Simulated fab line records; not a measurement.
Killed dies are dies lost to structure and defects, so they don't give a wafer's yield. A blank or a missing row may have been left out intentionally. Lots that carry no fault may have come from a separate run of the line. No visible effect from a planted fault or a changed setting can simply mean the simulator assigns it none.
Check for tools in common	flow rit cmos	Lots sampled 13, wafers sampled 39

WHY THIS WAS OPENED
Flagged at RIT_GATE_CD_MEAS_16: reading cd nm, on 1 of 13 lots. Wafers without a fault read 149.9 nm, standard deviation 2.2.
Rule: a lot gets a flag if all its wafers with a number sit over 4 standard deviations from that mean, or if no wafer of it has a number. As for the other lots, they are considered sound.

lot	measured	on	cd nm (nm), wafer by wafer	flag
L748	day 2 16:01	cd sem-01	152.7 152.6 150.2	
L749	day 2 23:13	cd sem-02	151.0 151.5 150.5	
L751	day 3 08:14	cd sem-02	149.5 151.0 150.0	
L752	day 3 19:10	cd sem-02	151.6 152.1 151.8	
L755	day 4 18:14	cd sem-02	145.7 145.0 144.5	
L758	day 5 17:00	cd sem-01	151.2 152.5 151.2	
L759	day 5 17:06	cd sem-02	150.9 151.3 148.2	
L761	day 6 05:10	cd sem-01	128.2 129.0 124.3	FLAGGED
L763	day 6 08:35	cd sem-02	152.0 149.3 150.5	
L764	day 6 12:30	cd sem-01	150.9 148.8 149.1	
L768	day 7 03:41	cd sem-02	150.8 151.4 151.8	
L770	day 7 15:40	cd sem-02	151.2 148.2 149.0	
L771	day 7 15:47	cd sem-01	147.6 148.3 145.7	
On average the flagged lots' numbers are 127.2 nm, which is -22.7 nm against the usual, or -10 standard deviations.

EACH LOT AND THE TOOL IT RAN ON
The record holds 1 process step before the reading, out of a route of 202 steps. In each cell: the tool, then ch and the chambers that the sampled wafers went through, then the start.
lot	flag	RIT_GATE_EXPOSE_13
L748		iline stepper-02 ch 0, day 2 15:37
L749		iline stepper-02 ch 0, day 2 22:49
L751		iline stepper-02 ch 0, day 3 07:50
L752		iline stepper-01 ch 0, day 3 18:46
L755		iline stepper-01 ch 0, day 4 17:44
L758		iline stepper-01 ch 0, day 5 16:35
L759		iline stepper-01 ch 0, day 5 16:40
L761	FLAGGED	iline stepper-01 ch 0, day 6 04:46
L763		iline stepper-01 ch 0, day 6 08:11
L764		iline stepper-02 ch 0, day 6 11:56
L768		iline stepper-01 ch 0, day 7 03:17
L770		iline stepper-02 ch 0, day 7 15:00
L771		iline stepper-01 ch 0, day 7 15:21
What these steps do:
- RIT_GATE_EXPOSE_13: exposes mask M6, target cd 150 nm.
- RIT_GATE_CD_MEAS_16: target cd 150 nm.

FLAGGED AGAINST TOTAL, ONE TOOL AT A TIME (gauges that did the reading follow at the end)
step	tool	lots run	flagged	share of the flagged lots	sound lots run after its first flagged lot
RIT_GATE_EXPOSE_13	iline stepper-01	8	1	all	3 (L763,L768,L771)
RIT_GATE_EXPOSE_13	iline stepper-02	5	0	none	-
RIT_GATE_CD_MEAS_16	cd sem-01	5	1	all	2 (L764,L771)
RIT_GATE_CD_MEAS_16	cd sem-02	8	0	none	-

WHAT THE TABLE ALLOWS
iline stepper-01 at RIT_GATE_EXPOSE_13 and cd sem-01 at RIT_GATE_CD_MEAS_16 are the 2 rows of the table that ran each flagged lot.
- iline stepper-01 at RIT_GATE_EXPOSE_13: 1 of its 8 lots flagged. Sound lots followed the first flagged one (L763, L768, L771) on it, something a lasting fault affecting the whole tool could not allow.
- cd sem-01 at RIT_GATE_CD_MEAS_16: 1 of its 5 lots flagged. Sound lots followed the first flagged one (L764, L771) on it, something a lasting fault affecting the whole tool could not allow.
No row of the table ran every flagged lot and no sound lot after the first.

WHAT THE SIMULATOR HAD PUT IN
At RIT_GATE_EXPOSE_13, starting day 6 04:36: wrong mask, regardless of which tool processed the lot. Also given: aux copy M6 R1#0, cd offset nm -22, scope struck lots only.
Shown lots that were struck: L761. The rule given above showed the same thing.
